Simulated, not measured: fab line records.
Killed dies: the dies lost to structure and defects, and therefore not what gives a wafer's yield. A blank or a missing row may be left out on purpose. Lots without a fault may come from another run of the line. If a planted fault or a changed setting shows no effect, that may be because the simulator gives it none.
Which tool did it? | flow berkeley_cmos170 | 21 wafers from 7 lots sampled at 2 of the route's 331 steps

== WHAT THE GAUGES READ, wafer by wafer ==
UCB170_ACTIVE_CD_MEAS_13: the cd target is 1200 nm.
lot  | measured    | on        | cd_nm (nm)
L285 | day 5 15:47 | cd_sem-01 | 1200.4 1200.1 1199.7
L283 | day 5 16:10 | cd_sem-01 | 1200.9 1200.7 1200.3
L286 | day 5 23:35 | cd_sem-01 | 1200.6 1200.3 1200.6
L288 | day 6 00:03 | cd_sem-01 | 1198.9 1200.3 1200.1
L290 | day 7 05:02 | cd_sem-02 | 1199.1 1199.3 1201.6
L298 | day 8 17:37 | cd_sem-02 | 1195.1 1193.9 1186.9
L303 | day 9 17:44 | cd_sem-02 | 1200.6 1200.3 1201.4

== EACH LOT AND THE TOOL THAT RAN IT (in order: tool; ch and the chambers of the sampled wafers; start) ==
lot  | UCB170_ACTIVE_EXPOSE_10
L285 | krf_scanner-01 ch 0, day 5 15:00
L283 | krf_scanner-01 ch 0, day 5 15:15
L286 | krf_scanner-01 ch 0, day 5 23:11
L288 | krf_scanner-01 ch 0, day 5 23:39
L290 | krf_scanner-02 ch 0, day 7 04:39
L298 | krf_scanner-02 ch 0, day 8 15:55
L303 | krf_scanner-01 ch 0, day 9 17:20
- UCB170_ACTIVE_EXPOSE_10: exposes mask ACTIVE, target cd 1200 nm.

== THE ANSWER, worked out from the rows above alone ==
Rule: the usual values come from the lots themselves. Put in order of their means at a reading, lots are off if they are a third of the lots or fewer, leave a main group of 4 or more, and stand apart from it by a gap of 3 or more times the standard deviation of the main group's means; of several such gaps the widest counts. If all means in a main group match to the digits the tables above print for the reading, that group is not used. A lot without any number at a reading at which 4 lots or more have one is off too. Where the step has rows for the other lots, those lots are counted as sound.
Off, at UCB170_ACTIVE_CD_MEAS_13 on cd_nm: L298. Main group: mean 1200.3 nm, sd 0.36.
A tool fits if, at a process step before that reading, it ran every lot that is off, and no sound lot after the first of them. Gauges at UCB170_ACTIVE_CD_MEAS_13: tried the same way as those tools. One fits: krf_scanner-02 at UCB170_ACTIVE_EXPOSE_10. Its last sound lot is L290 (day 7 04:39), its first lot that is off L298 (day 8 15:55): a fault that began between those two fits.

== WHAT THE SIMULATOR HAD INSERTED ==
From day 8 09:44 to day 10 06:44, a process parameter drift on krf_scanner-02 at UCB170_ACTIVE_EXPOSE_10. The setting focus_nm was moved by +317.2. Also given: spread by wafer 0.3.
Struck lots among those shown: L298. The same result came from the rule above.
